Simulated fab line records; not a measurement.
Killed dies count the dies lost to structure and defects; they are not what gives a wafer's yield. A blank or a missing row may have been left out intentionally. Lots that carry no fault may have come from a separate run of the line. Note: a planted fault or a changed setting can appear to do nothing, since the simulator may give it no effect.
fab line records | flow berkeley_cmos170
record lots=5 | wafers=23
route steps=331 shown V2@306 M3@327
start_h: the number of hours between the record's first day and the start of the first shown wafer of the lot | wait_h: how many hours have passed since the lot's step before this one | " the same as in the row above | L1.1+2: several wafers, shown together as one row | - no value present, or no start provided | * or withheld: withheld | < > ~ a bound
route shown NAME@n: names a module that has steps shown in the file, with the first one's number in the route | usual: mean/standard deviation taken from wafers without a fault | same: alike in all rows | chamber/n: place in a boat | sites: each site's reading | _std_site: standard deviation across them | _edge_site: inner sites' mean taken away from outer sites' mean | radius_mm: how far each site lies from the wafer's centre | mask NAME#n: copy n | behind: the last tool/chamber to shape the wafer | hold: why the lot was held/for how many hours/how that ended | device: the transistor (n, p or np) that didn't switch | end of line: at the end of the route, the tests of the same wafers | where a step has no rows: the recipe by itself | killed: dies lost to structure and defects at the first sort, not the wafer's yield | map: the dies of a wafer, with x for killed, . for not killed, _ for no die there
set.NAME: the setting the step ran with; set.NAME@STEP: the setting that earlier step ran with | model.NAME: the simulator's own value behind a step, which no gauge read
one table per step and one row per wafer, for lots whose settings were changed on purpose
## steps
# step UCB170_V2_ETCH_14
# recipe chemistry=CHF3/CF4/Ar | target=SiO2 | stop_on=Al | CHF3_flow_sccm=45 | cf4_flow_sccm=15 | Ar_flow_sccm=150 | pressure_mtorr=200 | rf_w=700 | target_depth_a=12500 | over_etch_frac=0.25 | time_s=291
lot.wafer | tool        | chamber | start_h | wait_h | set.time_s | set.leave_above_ref_nm@V2_CMP_02 | model.etch.depth_nm | model.V2.feature_depth_nm | model.KrF_of_V2_COAT_07.thk_nm
L075.1    | rie_diel-03 | 3       | 191.87  | 0.0    | 291        | 1000                             | 998.2               | 998.2                     | 616
L075.3    | "           | 0       | "       | "      | 291        | 1000                             | 998.2               | 998.3                     | 611.9
L075.5    | "           | 2       | "       | "      | 291        | 1000                             | 996.7               | 996.7                     | 615.8
L076.2    | rie_diel-03 | 2       | 193.03  | 0.0    | 291        | 1000                             | 1000                | 1000                      | 609.6
L076.3    | "           | 3       | "       | "      | 305.1      | 1039                             | 1039                | 1041                      | 599.3
L076.4    | "           | 0       | "       | "      | 291        | 1039                             | 1040                | 1040                      | 608.4
L076.5    | "           | 2       | "       | "      | 291        | 1000                             | 1000                | 1000                      | 607.5
L076.6    | "           | 3       | "       | "      | 305.1      | 1039                             | 1039                | 1041                      | 594.5
L078.1    | rie_diel-01 | 0       | 208.02  | 0.0    | 249        | 1000                             | 998.6               | 998.6                     | 648.9
L078.2    | "           | 2       | "       | "      | 291        | 934.1                            | 934.9               | 935.1                     | 606.4
L078.4    | "           | 0       | "       | "      | 249        | 934.1                            | 933.3               | 933.3                     | 652.6
L078.5    | "           | 2       | "       | "      | 249        | 934.1                            | 933.1               | 933.1                     | 646
L078.6    | "           | 3       | "       | "      | 291        | 1000                             | 1001                | 1001                      | 613
L080.1    | rie_diel-04 | 0       | 226.35  | 0.0    | 291        | 957.5                            | 957.1               | 957.1                     | 608.7
L080.2    | "           | 3       | "       | "      | 291        | 1000                             | 998.1               | 998.1                     | 610.4
L080.3    | "           | 2       | "       | "      | 255.2      | 1000                             | 1001                | 1001                      | 639.3
L080.4    | "           | 1       | "       | "      | 255.2      | 1000                             | 1000                | 1000                      | 643.4
L080.5    | "           | 0       | "       | "      | 291        | 957.5                            | 957.5               | 957.5                     | 604.2
L084.1    | rie_diel-04 | 1       | 250.07  | 0.0    | 280.1      | 953.4                            | 953.2               | 953.2                     | 621.1
L084.2    | "           | 3       | "       | "      | 291        | 953.4                            | 952.7               | 952.7                     | 612.4
L084.3    | "           | 0       | "       | "      | 280.1      | 1000                             | 1001                | 1001                      | 614.7
L084.5    | "           | 0       | "       | "      | 291        | 1000                             | 999.9               | 999.9                     | 603.7
L084.6    | "           | 1       | "       | "      | 291        | 1000                             | 1001                | 1001                      | 607.4
# step UCB170_V2_STRIP_15
# recipe chemistry=O2 | power_w=400 | pressure_mtorr=3500 | platen_temp_c=withheld | o2_flow_sccm=400 | overash_fraction=0.5
# usual strip_time_to_endpoint_s=15.29/0.11
lot.wafer | tool            | chamber | start_h | wait_h | set.time_s@V2_ETCH_14 | strip_time_to_endpoint_s
L075.1    | plasma_asher-04 | 0       | 192.05  | 0.1    | 291                   | 15.45
L075.3    | "               | 1       | "       | "      | 291                   | 15.36
L075.5    | "               | 1       | "       | "      | 291                   | 15.45
L076.2    | plasma_asher-02 | 0       | 193.21  | 0.1    | 291                   | 15.31
L076.3    | "               | 1       | "       | "      | 305.1                 | 15.07
L076.4    | "               | 0       | "       | "      | 291                   | 15.26
L076.5    | "               | 1       | "       | "      | 291                   | 15.26
L076.6    | "               | 0       | "       | "      | 305.1                 | 14.93
L078.1    | plasma_asher-02 | 0       | 208.20  | 0.1    | 249                   | 16.17
L078.2    | "               | 1       | "       | "      | 291                   | 15.23
L078.4    | "               | 0       | "       | "      | 249                   | 16.25
L078.5    | "               | 0       | "       | "      | 249                   | 16.10
L078.6    | "               | 1       | "       | "      | 291                   | 15.36
L080.1    | plasma_asher-03 | 0       | 226.53  | 0.1    | 291                   | 15.28
L080.2    | "               | 1       | "       | "      | 291                   | 15.33
L080.3    | "               | 0       | "       | "      | 255.2                 | 15.93
L080.4    | "               | 1       | "       | "      | 255.2                 | 16.05
L080.5    | "               | 1       | "       | "      | 291                   | 15.17
L084.1    | plasma_asher-03 | 1       | 250.24  | 0.1    | 280.1                 | 15.57
L084.2    | "               | 0       | "       | "      | 291                   | 15.35
L084.3    | "               | 1       | "       | "      | 280.1                 | 15.42
L084.5    | "               | 0       | "       | "      | 291                   | 15.15
L084.6    | "               | 1       | "       | "      | 291                   | 15.25
# step UCB170_M3_METAL_ETCH_18
# recipe chemistry=Cl2/BCl3 | target=Al | stop_on=SiO2 | pressure_mtorr=12 | target_depth_a=11700 | over_etch_frac=0.3 | time_s=195 | icp_w=600 | bias_w=120 | Cl2_flow_sccm=90 | bcl3_flow_sccm=45
lot.wafer | tool         | chamber | start_h | wait_h | set.over_etch_frac | model.KrF_of_M3_COAT_10.thk_nm
L075.1    | rie_metal-02 | 1       | 194.50  | -      | 0.3                | 195.3
L075.3    | "            | 0       | "       | "      | 0.3                | 215.2
L075.5    | "            | 0       | "       | "      | 0.3                | 208.3
L076.2    | rie_metal-02 | 1       | 195.73  | -      | 0.3618             | 163.3
L076.3    | "            | 0       | "       | "      | 0.3618             | 185.5
L076.4    | "            | 1       | "       | "      | 0.3618             | 170.2
L076.5    | "            | 1       | "       | "      | 0.3                | 200.1
L076.6    | "            | 0       | "       | "      | 0.3                | 225.1
L078.1    | rie_metal-01 | 0       | 210.64  | -      | 0.2722             | 222.3
L078.2    | "            | 1       | "       | "      | 0.2722             | 225.8
L078.4    | "            | 0       | "       | "      | 0.2722             | 214.8
L078.5    | "            | 1       | "       | "      | 0.3                | 213.2
L078.6    | "            | 0       | "       | "      | 0.3                | 201.4
L080.1    | rie_metal-02 | 1       | 228.85  | -      | 0.34               | 182.5
L080.2    | "            | 0       | "       | "      | 0.3                | 216.7
L080.3    | "            | 1       | "       | "      | 0.34               | 181.7
L080.4    | "            | 0       | "       | "      | 0.3                | 210.7
L080.5    | "            | 1       | "       | "      | 0.34               | 179.8
L084.1    | rie_metal-02 | 0       | 252.86  | -      | 0.3                | 204.7
L084.2    | "            | 1       | "       | "      | 0.3383             | 186.7
L084.3    | "            | 1       | "       | "      | 0.3383             | 182.1
L084.5    | "            | 0       | "       | "      | 0.3                | 212
L084.6    | "            | 1       | "       | "      | 0.3                | 204.4
# step UCB170_M3_STRIP_19
# recipe chemistry=O2 | power_w=400 | pressure_mtorr=3500 | platen_temp_c=withheld | o2_flow_sccm=400 | overash_fraction=0.5
# usual oes_product_au=0.543/0.013
lot.wafer | tool            | chamber | start_h | wait_h | set.over_etch_frac@M3_METAL_ETCH_18 | oes_product_au
L075.1    | plasma_asher-01 | 1       | 194.69  | 0.1    | 0.3                                 | 0.521
L075.3    | "               | 1       | "       | "      | 0.3                                 | 0.555
L075.5    | "               | 0       | "       | "      | 0.3                                 | 0.545
L076.2    | plasma_asher-01 | 0       | 195.92  | 0.1    | 0.3618                              | 0.492
L076.3    | "               | 1       | "       | "      | 0.3618                              | 0.515
L076.4    | "               | 0       | "       | "      | 0.3618                              | 0.494
L076.5    | "               | 1       | "       | "      | 0.3                                 | 0.529
L076.6    | "               | 0       | "       | "      | 0.3                                 | 0.554
L078.1    | plasma_asher-01 | 1       | 210.83  | 0.1    | 0.2722                              | 0.557
L078.2    | "               | 0       | "       | "      | 0.2722                              | 0.557
L078.4    | "               | 0       | "       | "      | 0.2722                              | 0.547
L078.5    | "               | 1       | "       | "      | 0.3                                 | 0.546
L078.6    | "               | 0       | "       | "      | 0.3                                 | 0.533
L080.1    | plasma_asher-04 | 1       | 229.04  | 0.1    | 0.34                                | 0.512
L080.2    | "               | 0       | "       | "      | 0.3                                 | 0.555
L080.3    | "               | 1       | "       | "      | 0.34                                | 0.510
L080.4    | "               | 0       | "       | "      | 0.3                                 | 0.541
L080.5    | "               | 0       | "       | "      | 0.34                                | 0.508
L084.1    | plasma_asher-01 | 1       | 253.05  | 0.1    | 0.3                                 | 0.541
L084.2    | "               | 0       | "       | "      | 0.3383                              | 0.513
L084.3    | "               | 0       | "       | "      | 0.3383                              | 0.515
L084.5    | "               | 1       | "       | "      | 0.3                                 | 0.543
L084.6    | "               | 0       | "       | "      | 0.3                                 | 0.534
## key
split step=UCB170_V2_ETCH_14 | setting=time_s | stated=291 | by=wafer
response step=UCB170_V2_ETCH_14 | reading=model.KrF_of_V2_COAT_07.thk_nm | change=-2.71 | per=1% | r=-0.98
response step=UCB170_V2_STRIP_15 | reading=strip_time_to_endpoint_s | change=* | per=1% | r=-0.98
split step=UCB170_M3_METAL_ETCH_18 | setting=over_etch_frac | stated=0.3 | by=wafer
response step=UCB170_M3_METAL_ETCH_18 | reading=model.KrF_of_M3_COAT_10.thk_nm | change=-1.95 | per=1% | r=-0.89
response step=UCB170_M3_STRIP_19 | reading=oes_product_au | change=-0.00214 | per=1% | r=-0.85
split outside_this_file step=UCB170_V2_CMP_02 setting=leave_above_ref_nm
# split outside_this_file: this setting was split too, and the file shows its column; the key of that split is in another file
